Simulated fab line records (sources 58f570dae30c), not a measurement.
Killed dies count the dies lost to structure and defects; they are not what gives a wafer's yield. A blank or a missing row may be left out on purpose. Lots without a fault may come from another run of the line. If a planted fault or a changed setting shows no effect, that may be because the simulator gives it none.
fab line records -- flow berkeleyCmos170
record lots=15, wafers=45, lastDay=11
route steps=331 shown ZERO@13 NWELL@30 PWELL@37
lots that met no fault: taken from a fault-free run of the same line
startH: the number of hours between the record's first day and the start of the first shown wafer of the lot -- waitH: hours from the lot's prior step to this one -- " identical to the entry in the row above -- L1.1+2: a row that stands for several wafers -- - either no value or no given start -- * or withheld: withheld -- < > ~ a bound
route shown NAME@n: names a module that has steps shown in the file, with the first one's number in the route -- usual: mean/standard deviation taken from wafers without a fault -- same: alike in all rows -- chamber/n: place in a boat -- sites: readings site by site -- _std_site: the values' standard deviation -- _edge_site: inner sites' mean taken away from outer sites' mean -- radiusMm: for every site, how far away it sits from the centre of the wafer -- mask NAME#n: copy n -- behind: the tool/chamber that last shaped the wafer -- hold: reason for holding the lot/hours on hold/outcome of the hold -- device: the transistor (n, p or np) that didn't switch -- end of line: at the end of the route, the tests of the same wafers -- where a step has no rows: the recipe by itself -- killed: dies that structure and defects cost at the first sort, which is not the same as the wafer's yield -- map: the dies of a wafer, with x for killed, . for not killed, _ for no die there
set.NAME: the setting the step ran with; set.NAME@STEP: the setting that earlier step ran with -- model.NAME: the simulator's own value behind a step, which no gauge read
the route's steps for a sample of lots (tables are steps, rows are wafers)
services: when a tool's chamber went out of use (startH, in hours from the record's first day, below 0 if earlier), for how many hours, and the reason
## steps
# step UCB170_ZERO_STRIP_07
# recipe chemistry=O2, powerW=400, pressureMtorr=3500, platenTempC=withheld, o2FlowSccm=400, overashFraction=0.5
# usual drypumpMotorCurrentA=5.7/0.4, oesProductAu=0.727/0.0048, stripTimeToEndpointS=21.72/0.073
# same overashFraction=0.5
lot.wafer,tool,chamber,startH,waitH,drypumpMotorCurrentA,oesProductAu,rfHoursCounterH,stripTimeToEndpointS
L440.1,plasmaAsher-04,0,24.03,0.0,5.3,0.735,23,21.73
L440.4,plasmaAsher-04,1,24.03,0.0,5.4,0.728,-,21.73
L440.5,plasmaAsher-04,1,24.03,0.0,5.4,0.723,-,21.72
L441.2,plasmaAsher-04,0,30.90,0.0,5.3,0.731,23,21.77
L441.5,plasmaAsher-04,1,30.90,0.0,5.4,0.720,-,21.80
L441.6,plasmaAsher-04,0,30.90,0.0,5.3,0.736,-,21.81
L442.1,plasmaAsher-01,1,34.62,0.0,5.8,0.720,35,21.77
L442.4,plasmaAsher-01,1,34.62,0.0,5.8,0.725,-,21.77
L442.5,plasmaAsher-01,1,34.62,0.0,5.8,0.730,-,21.70
L444.1,plasmaAsher-04,0,43.14,0.0,5.3,0.729,25,21.64
L444.2,plasmaAsher-04,1,43.14,0.0,5.4,0.724,25,21.67
L444.3,plasmaAsher-04,1,43.14,0.0,5.4,0.721,-,21.65
L445.1,plasmaAsher-04,0,48.85,0.0,5.3,0.726,25,21.65
L445.2,plasmaAsher-04,1,48.85,0.0,5.4,0.715,25,21.64
L445.4,plasmaAsher-04,0,48.85,0.0,5.3,0.733,-,21.64
L446.2,plasmaAsher-04,0,52.77,0.0,5.2,0.733,26,21.70
L446.3,plasmaAsher-04,1,52.77,0.0,5.4,0.727,-,21.74
L446.5,plasmaAsher-04,1,52.77,0.0,5.4,0.725,-,21.78
L447.2,plasmaAsher-01,1,60.01,0.0,5.8,0.727,38,21.83
L447.3,plasmaAsher-01,0,60.01,0.0,6.3,0.718,-,21.89
L447.5,plasmaAsher-01,1,60.01,0.0,5.8,0.730,-,21.85
L448.1,plasmaAsher-01,0,63.16,0.0,6.3,0.724,38,21.83
L448.5,plasmaAsher-01,1,63.16,0.0,5.8,0.727,-,21.81
L448.6,plasmaAsher-01,0,63.16,0.0,6.3,0.730,-,21.83
L450.1,plasmaAsher-03,0,78.25,0.0,6.2,0.724,33,21.75
L450.3,plasmaAsher-03,0,78.25,0.0,6.2,0.727,-,21.62
L450.4,plasmaAsher-03,1,78.25,0.0,6.1,0.731,-,21.67
L452.1,plasmaAsher-04,1,87.52,0.0,5.4,0.723,30,21.54
L452.4,plasmaAsher-04,1,87.52,0.0,5.4,0.735,-,21.59
L452.5,plasmaAsher-04,0,87.52,0.0,5.3,0.727,-,21.58
L453.1,plasmaAsher-01,0,92.54,0.0,6.3,0.732,42,21.69
L453.4,plasmaAsher-01,0,92.54,0.0,6.3,0.730,-,21.64
L453.5,plasmaAsher-01,1,92.54,0.0,5.8,0.724,-,21.60
L454.1,plasmaAsher-03,1,97.51,0.0,6.0,0.720,35,21.73
L454.2,plasmaAsher-03,0,97.51,0.0,6.2,0.738,35,21.68
L454.3,plasmaAsher-03,0,97.51,0.0,6.2,0.735,-,21.72
L460.1,plasmaAsher-04,0,122.91,0.0,5.3,0.726,34,21.80
L460.3,plasmaAsher-04,1,122.91,0.0,5.4,0.731,-,21.69
L460.5,plasmaAsher-04,1,122.91,0.0,5.4,0.728,-,21.76
L461.1,plasmaAsher-04,0,132.88,0.0,5.3,0.733,36,21.81
L461.4,plasmaAsher-04,0,132.88,0.0,5.3,0.731,-,21.79
L461.6,plasmaAsher-04,1,132.88,0.0,5.4,0.725,-,21.78
L462.2,plasmaAsher-04,1,136.99,0.0,5.4,0.726,36,21.65
L462.3,plasmaAsher-04,1,136.99,0.0,5.4,0.729,-,21.63
L462.4,plasmaAsher-04,0,136.99,0.0,5.4,0.722,-,21.61
# step UCB170_NWELL_TW_MEAS_16
# usual NWELL_TW=1251/9.3
lot.wafer,tool,chamber,startH,waitH,NWELL_TW
L440.1,filmMetro-01,-,34.66,0.1,1258
L440.4,filmMetro-01,-,34.66,0.1,1251
L440.5,filmMetro-01,-,34.66,0.1,1255
L441.2,filmMetro-03,-,41.02,0.1,1239
L441.5,filmMetro-03,-,41.02,0.1,1231
L441.6,filmMetro-03,-,41.02,0.1,1234
L442.1,filmMetro-01,-,47.43,0.1,1256
L442.4,filmMetro-01,-,47.43,0.1,1256
L442.5,filmMetro-01,-,47.43,0.1,1264
L444.1,filmMetro-02,-,53.60,0.1,1257
L444.2,filmMetro-02,-,53.60,0.1,1247
L444.3,filmMetro-02,-,53.60,0.1,1252
L445.1,filmMetro-02,-,61.47,0.1,1253
L445.2,filmMetro-02,-,61.47,0.1,1247
L445.4,filmMetro-02,-,61.47,0.1,1247
L446.2,filmMetro-03,-,64.67,0.1,1231
L446.3,filmMetro-03,-,64.67,0.1,1252
L446.5,filmMetro-03,-,64.67,0.1,1244
L447.2,filmMetro-02,-,76.77,0.1,1250
L447.3,filmMetro-02,-,76.77,0.1,1246
L447.5,filmMetro-02,-,76.77,0.1,1244
L448.1,filmMetro-03,-,77.04,0.1,1234
L448.5,filmMetro-03,-,77.04,0.1,1241
L448.6,filmMetro-03,-,77.04,0.1,1231
L450.1,filmMetro-01,-,90.61,0.1,1253
L450.3,filmMetro-01,-,90.61,0.1,1252
L450.4,filmMetro-01,-,90.61,0.1,1253
L452.1,filmMetro-02,-,100.02,0.1,1243
L452.4,filmMetro-02,-,100.02,0.1,1244
L452.5,filmMetro-02,-,100.02,0.1,1232
L453.1,filmMetro-01,-,108.66,0.1,1267
L453.4,filmMetro-01,-,108.66,0.1,1258
L453.5,filmMetro-01,-,108.66,0.1,1264
L454.1,filmMetro-01,-,113.04,0.1,1262
L454.2,filmMetro-01,-,113.04,0.1,1259
L454.3,filmMetro-01,-,113.04,0.1,1263
L460.1,filmMetro-01,-,138.40,0.1,1266
L460.3,filmMetro-01,-,138.40,0.1,1266
L460.5,filmMetro-01,-,138.40,0.1,1269
L461.1,filmMetro-02,-,147.30,0.1,1252
L461.4,filmMetro-02,-,147.30,0.1,1255
L461.6,filmMetro-02,-,147.30,0.1,1257
L462.2,filmMetro-02,-,147.73,0.1,1256
L462.3,filmMetro-02,-,147.73,0.1,1254
L462.4,filmMetro-02,-,147.73,0.1,1256
# step UCB170_PWELL_THK_MEAS_03
# recipe reads=SiO2_of_PWELL_OXIDATION_02
# usual PWELL_OXIDE_THK=26.2/0.55
lot.wafer,tool,chamber,startH,waitH,PWELL_OXIDE_THK[nm]
L440.1,filmMetro-04,-,43.10,0.0,26.4
L440.4,filmMetro-04,-,43.10,0.0,26.3
L440.5,filmMetro-04,-,43.10,0.0,26.7
L441.2,filmMetro-03,-,50.14,0.0,26.0
L441.5,filmMetro-03,-,50.14,0.0,26.4
L441.6,filmMetro-03,-,50.14,0.0,26.0
L442.1,filmMetro-03,-,57.87,0.0,25.2
L442.4,filmMetro-03,-,57.87,0.0,25.8
L442.5,filmMetro-03,-,57.87,0.0,25.1
L444.1,filmMetro-01,-,61.97,0.0,24.9
L444.2,filmMetro-01,-,61.97,0.0,24.9
L444.3,filmMetro-01,-,61.97,0.0,24.5
L445.1,filmMetro-04,-,74.57,0.0,26.0
L445.2,filmMetro-04,-,74.57,0.0,25.8
L445.4,filmMetro-04,-,74.57,0.0,25.4
L446.2,filmMetro-03,-,74.58,0.0,25.2
L446.3,filmMetro-03,-,74.58,0.0,25.9
L446.5,filmMetro-03,-,74.58,0.0,25.9
L448.1,filmMetro-01,-,85.96,0.0,27.1
L448.5,filmMetro-01,-,85.96,0.0,26.9
L448.6,filmMetro-01,-,85.96,0.0,26.9
L447.2,filmMetro-03,-,85.97,0.0,26.5
L447.3,filmMetro-03,-,85.97,0.0,27.0
L447.5,filmMetro-03,-,85.97,0.0,26.4
L450.1,filmMetro-01,-,103.22,0.0,26.0
L450.3,filmMetro-01,-,103.22,0.0,26.6
L450.4,filmMetro-01,-,103.22,0.0,26.5
L452.1,filmMetro-04,-,109.73,0.0,25.9
L452.4,filmMetro-04,-,109.73,0.0,26.1
L452.5,filmMetro-04,-,109.73,0.0,26.4
L453.1,filmMetro-04,-,116.32,0.0,26.4
L453.4,filmMetro-04,-,116.32,0.0,26.5
L453.5,filmMetro-04,-,116.32,0.0,26.3
L454.1,filmMetro-04,-,122.90,0.0,26.3
L454.2,filmMetro-04,-,122.90,0.0,26.2
L454.3,filmMetro-04,-,122.90,0.0,26.7
L460.1,filmMetro-01,-,151.30,0.0,26.0
L460.3,filmMetro-01,-,151.30,0.0,26.3
L460.5,filmMetro-01,-,151.30,0.0,26.7
L461.1,filmMetro-03,-,155.56,0.0,26.3
L461.4,filmMetro-03,-,155.56,0.0,26.1
L461.6,filmMetro-03,-,155.56,0.0,26.3
L462.2,filmMetro-04,-,155.57,0.0,26.5
L462.3,filmMetro-04,-,155.57,0.0,26.6
L462.4,filmMetro-04,-,155.57,0.0,26.5
# step UCB170_PWELL_WET_ETCH_20
# recipe chemistry=BOE, dilution=5:1, target=SiO2, tempC=25, timeS=22
# usual bathHeatDutyPct=6.4/0.57, runLengthS=50.2/2.2
lot.wafer,tool,chamber,startH,waitH,bathHeatDutyPct,runLengthS
L440.1,wetBench-02,1,54.78,0.0,6.3,53.4
L440.4,wetBench-02,1,54.78,0.0,5.9,53.4
L440.5,wetBench-02,1,54.78,0.0,7.1,53.4
L441.2,wetBench-04,0,60.79,0.0,7.0,54.8
L441.5,wetBench-04,0,60.79,0.0,6.7,54.8
L441.6,wetBench-04,0,60.79,0.0,6.5,54.8
L442.1,wetBench-04,0,70.13,0.0,5.9,49.3
L442.4,wetBench-04,0,70.13,0.0,5.9,49.3
L442.5,wetBench-04,0,70.13,0.0,5.6,49.3
L444.1,wetBench-02,2,75.20,0.0,6.8,48.5
L444.2,wetBench-02,2,75.20,0.0,7.6,48.5
L444.3,wetBench-02,2,75.20,0.0,7.1,48.5
L445.1,wetBench-04,0,89.28,0.4,6.9,48.6
L445.2,wetBench-04,0,89.28,0.4,6.4,48.6
L445.4,wetBench-04,0,89.28,0.4,5.6,48.6
L446.2,wetBench-03,0,92.16,0.2,7.0,53.1
L446.3,wetBench-03,0,92.16,0.2,6.7,53.1
L446.5,wetBench-03,0,92.16,0.2,6.9,53.1
L447.2,wetBench-03,1,99.40,0.0,5.3,49.3
L447.3,wetBench-03,1,99.40,0.0,6.2,49.3
L447.5,wetBench-03,1,99.40,0.0,5.9,49.3
L448.1,wetBench-03,0,99.40,0.0,6.6,48.2
L448.5,wetBench-03,0,99.40,0.0,6.8,48.2
L448.6,wetBench-03,0,99.40,0.0,7.1,48.2
L450.1,wetBench-02,1,115.81,0.2,6.2,47.9
L450.3,wetBench-02,1,115.81,0.2,5.8,47.9
L450.4,wetBench-02,1,115.81,0.2,6.3,47.9
L452.1,wetBench-03,3,123.79,0.1,-,-
L452.4,wetBench-03,3,123.79,0.1,-,-
L452.5,wetBench-03,3,123.79,0.1,-,-
L453.1,wetBench-02,0,128.40,0.0,-,-
L453.4,wetBench-02,0,128.40,0.0,-,-
L453.5,wetBench-02,0,128.40,0.0,-,-
L454.1,wetBench-04,3,137.34,0.0,-,-
L454.2,wetBench-04,3,137.34,0.0,-,-
L454.3,wetBench-04,3,137.34,0.0,-,-
L460.1,wetBench-02,2,163.02,0.5,7.1,50.0
L460.3,wetBench-02,2,163.02,0.5,6.6,50.0
L460.5,wetBench-02,2,163.02,0.5,6.5,50.0
L461.1,wetBench-02,2,167.11,0.0,7.9,49.0
L461.4,wetBench-02,2,167.11,0.0,7.2,49.0
L461.6,wetBench-02,2,167.11,0.0,7.2,49.0
L462.2,wetBench-02,1,167.11,0.0,6.4,47.9
L462.3,wetBench-02,1,167.11,0.0,6.2,47.9
L462.4,wetBench-02,1,167.11,0.0,6.1,47.9
## services
tool,chamber,startH,hours,kind
plasmaAsher-04,-,38.94,1.4,repair
wetBench-04,-,99.40,4.4,pm
plasmaAsher-03,-,108.75,9.0,pm
plasmaAsher-03,0,108.75,9.0,ventCycle
plasmaAsher-03,1,108.75,9.0,ventCycle
plasmaAsher-01,-,114.66,22.8,repair
plasmaAsher-03,0,117.75,-,clean
plasmaAsher-03,1,117.75,-,clean
## key
firstSign step=UCB170_PWELL_WET_ETCH_20, reading=toolRecord, direction=missing
effect none on later readings
metAt UCB170_PWELL_WET_ETCH_20
struckLots L452,L453,L454
laterRowsLeftOut L452.1,L452.4,L452.5,L453.1,L453.4,L453.5,L454.1,L454.2,L454.3
sortLeftOut L452.1,L452.4,L452.5,L453.1,L453.4,L453.5,L454.1,L454.2,L454.3
testerLeftOut L452,L453,L454
notActingAt UCB170_ZERO_STRIP_07,UCB170_NWELL_TW_MEAS_16,UCB170_PWELL_THK_MEAS_03
onsetBetween 115.81 123.79
fault kind=skippedStepWhole, tool=wetBench-02,wetBench-03,wetBench-04, chamber=-, onsetH=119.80, steps=UCB170_PWELL_WET_ETCH_20, scope=struckLotsOnly
# testerLeftOut: of these lots the tester's yield and bins aren't shown, on N5 and GAA mostly nor the transistor test; their killed dies are dies lost to structure and defects alone, not to doping, threshold or leakage, so they don't give the yield
# sortLeftOut: the simulated sort isn't trusted on such a fault, so these wafers' sort isn't shown, and their yield isn't known
# laterRowsLeftOut: the simulator's readings of these wafers behind a module that went badly wrong aren't trusted and aren't shown, but for the sort
